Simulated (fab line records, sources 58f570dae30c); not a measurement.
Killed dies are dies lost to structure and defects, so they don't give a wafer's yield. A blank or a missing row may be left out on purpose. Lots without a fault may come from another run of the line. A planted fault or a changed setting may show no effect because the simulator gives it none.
Which tool did it? | flow berkeley_cmos170 | 7 lots, 21 wafers sampled, at 3 steps of a route of 331

WHAT THE GAUGES READ, wafer by wafer
UCB170_M2_CD_MEAS_15: target cd 700 nm.
lot  | measured     | on        | cd_nm (nm)
L251 | day 9 10:17  | cd_sem-01 | 699.5 698.4 698.7
L255 | day 10 00:22 | cd_sem-02 | 699.2 697.1 698.1
L258 | day 10 07:42 | cd_sem-02 | 700.4 701.3 701.2
L260 | day 10 19:29 | cd_sem-02 | 701.0 699.5 698.9
L265 | day 12 07:12 | cd_sem-02 | 699.5 700.3 699.4
L270 | day 12 17:32 | cd_sem-02 | 699.4 700.3 700.4
L272 | day 15 01:00 | cd_sem-01 | 698.4 697.4 697.7

WHICH TOOL RAN EACH LOT (tool, then ch and the chambers of the sampled wafers, then the start)
lot  | UCB170_PVT_DEVELOP_05             | UCB170_V1_CMP_02
L251 | litho_track-03 ch 0, day 6 23:00  | cmp-02 ch 1,2,3, day 9 01:59
L255 | litho_track-04 ch 0, day 8 00:00  | cmp-01 ch 0,3, day 9 19:19
L258 | litho_track-04 ch 0, day 8 05:00  | cmp-01 ch 0,1, day 10 00:46
L260 | litho_track-03 ch 0, day 8 13:00  | cmp-02 ch 1,2,3, day 10 08:59
L265 | litho_track-02 ch 0, day 10 03:00 | cmp-01 ch 0,1,3, day 11 23:01
L270 | litho_track-02 ch 0, day 10 18:00 | cmp-01 ch 0,1,3, day 12 12:44
L272 | litho_track-02 ch 0, day 12 04:00 | cmp-02 ch 0,1,3, day 14 16:08
- UCB170_PVT_DEVELOP_05: develop time 45 s.
- UCB170_V1_CMP_02: polishes SiO2.

THE ANSWER, worked out from the rows above alone
Rule: what is usual is taken from the lots themselves. Put in order of their means at a reading, lots are off if they are a third of the lots or fewer, leave a main group of 4 or more, and stand apart from it by a gap of 3 or more times the standard deviation of the main group's means; of several such gaps the widest counts. A main group whose means are all the same, to the digits that the tables above print for the reading, isn't used. A lot without any number at a reading at which 4 lots or more have one is off too. The other lots that the step has rows for count as sound.
No lot is off at any reading shown: from this, nothing can be told.

WHAT THE SIMULATOR HAD PUT IN
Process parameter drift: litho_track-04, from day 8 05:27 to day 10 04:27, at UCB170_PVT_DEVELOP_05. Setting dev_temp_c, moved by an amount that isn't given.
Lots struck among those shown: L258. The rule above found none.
